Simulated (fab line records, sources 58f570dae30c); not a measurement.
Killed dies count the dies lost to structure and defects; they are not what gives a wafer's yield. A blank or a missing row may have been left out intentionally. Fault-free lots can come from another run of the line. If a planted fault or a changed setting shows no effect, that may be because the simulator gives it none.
Struck lot and sound lot, side by side | flow berkeley-cmos170 | 14 steps out of a route of 331
Sound: wafers L302.1, L302.3, L302.5. Struck: wafers L307.2, L307.4, L307.6. Last of all comes the cause.
At each step with rows: each side's tool, then ch and its chambers, then its first start. Under that, the readings that differ: sound wafers | struck wafers | difference of the means | sigmas: that difference in standard deviations of wafers without a fault.
alike: a reading whose means differ by less than 2 such deviations, as well as words and numbers matching on both sides. not compared: withheld readings; readings where some wafer has no value; bounds like >300 that might hide an equal value; numbers whose values overlap and for which the record gives no deviation.
A row with sigmas, a row that says differs or no value, or rows on one side alone: a step with any of these is where the two part. Non-overlapping numbers with no deviation appear without sigmas and do not part them. Lack of a reading on every wafer of one side parts them only where that side has two or more wafers.

UCB170_CONTACT_OVL_MEAS_16:
  sound on overlay-01, day 9 11:18; struck on overlay-02, day 10 22:22
  alike: CONTACT_OVL
UCB170_CONTACT_ETCH_17: etches BARC in N2/H2.
  sound on rie-diel-01 ch 0,1, day 9 11:20; struck on rie-diel-01 ch 0,1,3, day 10 22:23
  alike: drypump-motor-current-A, oes-product-au, throttle-valve-pct
UCB170_CONTACT_ETCH_18: etches PSG in CHF3/CF4/Ar, stops on TiSi2, target depth 840 nm, time 195 s.
  sound on rie-diel-01 ch 0,1; struck on rie-diel-01 ch 0,1,3
  alike: drypump-motor-current-A, oes-product-au, throttle-valve-pct
  not compared: rf-hours-counter-h
UCB170_CONTACT_STRIP_19: strips in O2.
  sound on plasma-asher-03 ch 0,1, day 9 11:30; struck on plasma-asher-02 ch 1, day 10 22:33
  alike: drypump-motor-current-A, oes-product-au
  not compared: rf-hours-counter-h
UCB170_CONTACT_CD_MEAS_90: target cd 700 nm.
  sound on cd-sem-02, day 9 11:36; struck on cd-sem-01, day 10 22:40
  alike: cd-nm
then, 1 step without rows for these wafers: UCB170_CONTACT_CLEAN_20 (cleans in SPM, time 600 s).
UCB170_M1_SPUTTER_00: material Al, target thk 600 nm, time 80 s.
  sound on pvd-sputter-04, day 9 11:54; struck on pvd-sputter-04, day 10 22:57
  alike: throttle-valve-pct
UCB170_M1_RS_MEAS_01: a four-point-probe measurement.
  sound on film-metro-03, day 9 11:58; struck on film-metro-03, day 10 23:02
  alike: M1_AL_RS
UCB170_M1_THK_MEAS_02: measures by xrf.
  sound on film-metro-03, day 9 12:05; struck on film-metro-03, day 10 23:08
  alike: M1_AL_THK
then, 3 steps without rows for these wafers: UCB170_M1_COAT_03; UCB170_M1_COAT_04 (resist thk 900 nm); UCB170_M1_SOFTBAKE_05 (time 60 s).
UCB170_M1_EXPOSE_06: exposes mask METAL1, target cd 700 nm.
  sound on krf-scanner-01 ch 0, day 9 12:43; struck on krf-scanner-01, day 10 23:50
  no value came back on the struck wafers for exposure-dose-mJ-cm2, focus-offset-nm (nm), reticle-temp-C (C); on the sound wafers exposure-dose-mJ-cm2 reads 21.000 20.979 21.017
  alike: mask
then, 1 step without rows for these wafers: UCB170_M1_PEB_07.

== WHERE THEY PART ==
Only at UCB170_M1_EXPOSE_06, within this record.

WHY: the cause the simulator had injected
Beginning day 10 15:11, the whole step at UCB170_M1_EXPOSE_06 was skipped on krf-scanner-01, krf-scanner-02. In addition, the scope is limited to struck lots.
